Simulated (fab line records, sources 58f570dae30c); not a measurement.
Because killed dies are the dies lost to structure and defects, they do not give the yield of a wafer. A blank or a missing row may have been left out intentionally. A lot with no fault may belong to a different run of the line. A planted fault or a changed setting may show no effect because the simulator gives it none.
A struck lot beside a sound one | flow berkeley-cmos170 | 15 steps out of a route of 331
Sound: these wafers, L869.3, L869.4, L869.6. The struck wafers were L875.3, L875.4, L875.5. The cause is named last.
Each step with rows lists, per side, the tool, then ch with its chambers, then its first start. Under that, the readings that differ: sound wafers | struck wafers | difference of the means | sigmas: that difference in standard deviations of wafers without a fault.
alike: words and numbers the same on both sides, and readings whose means are apart by under 2 such deviations; not compared: readings that were withheld, readings missing a value for some wafer, numbers with overlapping values and no deviation given by the record, and bounds like >300 which may hide the same value.
A row with sigmas, a row that says differs or no value, or rows on one side alone: a step with any of these is where the two part. Numbers that have no deviation but don't overlap get no sigmas and don't part them. Lack of a reading on every wafer of one side parts them only where that side has two or more wafers.

UCB170_START_BOW_MEAS_00:
  sound on film-metro-01, day 1 20:02; struck on film-metro-01, day 3 02:02
  alike: INCOMING_BOW
then, 2 steps without rows for these wafers: UCB170_START_CLEAN_01 (cleans in dHF, time 60 s); UCB170_START_OXIDATION_02 (target thk 20 nm, ox time 1800 s).
UCB170_START_THK_MEAS_03:
  sound on film-metro-01, day 2 03:07; struck on film-metro-01, day 3 08:53
  alike: START_OXIDE_THK
then, 2 steps without rows for these wafers: UCB170_START_ANNEAL_04 (time 1200 s); UCB170_ZERO_HMDS_00 (prime time 60 s).
UCB170_ZERO_COAT_01: resist thk 900 nm.
  sound on litho-track-03 ch 0, day 2 07:59; struck on litho-track-03 ch 0, day 3 16:25
  reading                               | sound             | struck         | difference | sigmas
  model.KrF_of_ZERO_COAT_01.thk-nm (nm) | 901.5 901.3 899.4 | 1039 1040 1043 | +140       |
then, 3 steps without rows for these wafers: UCB170_ZERO_SOFTBAKE_02 (time 60 s); UCB170_ZERO_EXPOSE_03 (exposes mask PM MARKS, target cd 4000 nm); UCB170_ZERO_PEB_04.
UCB170_ZERO_DEVELOP_05: develop time 45 s.
  sound: litho-track-03 ch 0; struck: litho-track-01 ch 0
  reading                               | sound             | struck         | difference | sigmas
  model.KrF_of_ZERO_COAT_01.thk-nm (nm) | 887.3 887.1 885.2 | 1025 1026 1028 | +140       |
UCB170_ZERO_ETCH_06: etches SiO2 in CHF3/CF4/Ar, time 12 s.
  sound on rie-diel-01 ch 0,1,2, day 2 09:14; struck on rie-diel-03 ch 0,2, day 3 17:52
  alike: drypump-motor-current-A, oes-product-au, throttle-valve-pct
  not compared: rf-hours-counter-h
UCB170_ZERO_STRIP_07: strips in O2.
  sound on plasma-asher-04 ch 0,1, day 2 09:17; struck on plasma-asher-02 ch 0,1, day 3 17:55
  reading                      | sound             | struck            | difference | sigmas
  oes-product-au (a.u.)        | 0.722 0.724 0.722 | 0.724 0.741 0.731 | +0.009     | +2
  strip-time-to-endpoint-s (s) | 21.54 21.53 21.51 | 24.84 24.82 24.92 | +3.33      | +61
  alike: drypump-motor-current-A
  not compared: rf-hours-counter-h
then, 2 steps without rows for these wafers: UCB170_NWELL_WET_ETCH_00 (etches SiO2 in dHF, time 200 s); UCB170_M3_PROBE_99.

== WHERE THEY PART ==
Within this record, at UCB170_ZERO_STRIP_07 only.

WHY: the cause the simulator had injected
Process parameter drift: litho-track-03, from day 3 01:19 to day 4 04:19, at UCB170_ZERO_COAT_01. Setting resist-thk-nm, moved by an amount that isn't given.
